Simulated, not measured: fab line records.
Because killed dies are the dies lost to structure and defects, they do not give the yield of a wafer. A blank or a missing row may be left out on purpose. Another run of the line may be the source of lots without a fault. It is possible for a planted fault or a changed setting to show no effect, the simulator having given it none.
A sampling plan put to the test || flow berkeley_cmos170 || each of the 8 faults these records tell of, on one fab line, judged from the records of the lots it struck
The line's own looks make up the plan; these are the steps of the route where a gauge or inspection reads the wafer and leaves it unchanged. A look is open to judgement when struck wafers have a number at it and the file gives its usual mean and standard deviation on fault-free wafers. Caught: 4 or more of those standard deviations (sigma) separate the usual mean from the mean of the struck wafers at a look after the fault's first step. On the tool: here the same test is run on the tool's own readings at the fault's steps. Another recipe on the struck wafers, or a record that is blank for them alone, also counts as caught.

## THE FAULTS, as the simulator had put them in
1. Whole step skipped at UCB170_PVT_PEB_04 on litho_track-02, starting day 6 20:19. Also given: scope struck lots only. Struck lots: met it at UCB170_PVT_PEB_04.
2. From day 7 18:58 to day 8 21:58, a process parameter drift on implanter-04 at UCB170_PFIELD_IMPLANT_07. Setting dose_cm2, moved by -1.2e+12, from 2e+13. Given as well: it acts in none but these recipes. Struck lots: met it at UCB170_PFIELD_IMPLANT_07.
3. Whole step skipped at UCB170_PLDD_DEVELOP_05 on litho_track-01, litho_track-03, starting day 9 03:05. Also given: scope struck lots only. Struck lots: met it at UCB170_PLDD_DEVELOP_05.
4. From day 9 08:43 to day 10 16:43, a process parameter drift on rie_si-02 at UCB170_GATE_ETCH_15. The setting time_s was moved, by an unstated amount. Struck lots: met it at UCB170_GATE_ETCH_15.
5. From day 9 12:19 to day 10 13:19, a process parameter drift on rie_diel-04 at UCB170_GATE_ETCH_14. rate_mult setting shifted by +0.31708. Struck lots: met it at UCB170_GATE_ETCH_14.
6. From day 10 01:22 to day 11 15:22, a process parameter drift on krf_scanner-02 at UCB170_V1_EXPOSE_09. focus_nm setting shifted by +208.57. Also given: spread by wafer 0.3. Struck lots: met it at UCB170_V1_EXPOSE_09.
7. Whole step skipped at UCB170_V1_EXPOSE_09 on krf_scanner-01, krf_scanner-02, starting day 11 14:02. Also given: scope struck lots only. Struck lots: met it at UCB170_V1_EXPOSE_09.
8. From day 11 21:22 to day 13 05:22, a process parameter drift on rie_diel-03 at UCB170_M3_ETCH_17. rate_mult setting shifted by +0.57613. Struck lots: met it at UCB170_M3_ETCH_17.

## WHAT THE PLAN SAW
{"fault": 1, "on the tool itself": "the tool's record is blank for the struck wafers", "first look that catches it": "none of the 2 looks that can be judged after it", "reading, sigma": "-", "median hours from its first step to that look": "-", "hours from the fault's start to the first struck lot there": "-", "judged looks passed uncaught": 2}
{"fault": 2, "on the tool itself": "dose_ions_cm2 -54 sigma", "first look that catches it": "no look after it can be judged", "reading, sigma": "-", "median hours from its first step to that look": "-", "hours from the fault's start to the first struck lot there": "-", "judged looks passed uncaught": 0}
{"fault": 3, "on the tool itself": "the tool's record is blank for the struck wafers", "first look that catches it": "no look after it can be judged", "reading, sigma": "-", "median hours from its first step to that look": "-", "hours from the fault's start to the first struck lot there": "-", "judged looks passed uncaught": 0}
{"fault": 4, "on the tool itself": "run_length_s +70 sigma", "first look that catches it": "no look after it can be judged", "reading, sigma": "-", "median hours from its first step to that look": "-", "hours from the fault's start to the first struck lot there": "-", "judged looks passed uncaught": 0}
{"fault": 5, "on the tool itself": "oes_product_au +10 sigma", "first look that catches it": "no look after it can be judged", "reading, sigma": "-", "median hours from its first step to that look": "-", "hours from the fault's start to the first struck lot there": "-", "judged looks passed uncaught": 0}
{"fault": 6, "on the tool itself": "exposure_dose_mJ_cm2 -4.3 sigma", "first look that catches it": "no look after it can be judged", "reading, sigma": "-", "median hours from its first step to that look": "-", "hours from the fault's start to the first struck lot there": "-", "judged looks passed uncaught": 0}
{"fault": 7, "on the tool itself": "no reading that can be judged", "first look that catches it": "no look after it can be judged", "reading, sigma": "-", "median hours from its first step to that look": "-", "hours from the fault's start to the first struck lot there": "-", "judged looks passed uncaught": 0}
{"fault": 8, "on the tool itself": "oes_product_au +15 sigma", "first look that catches it": "no look after it can be judged", "reading, sigma": "-", "median hours from its first step to that look": "-", "hours from the fault's start to the first struck lot there": "-", "judged looks passed uncaught": 0}
A dash: the fault isn't caught, or these records don't give the number.

Caught at a look: 0 of 8. Caught on the tool: 7 of 8. By one or the other: 7 of 8.
Faults caught by the tool alone: 1, 2, 3, 4, 5, 6, 8.
Caught by neither: fault 7.
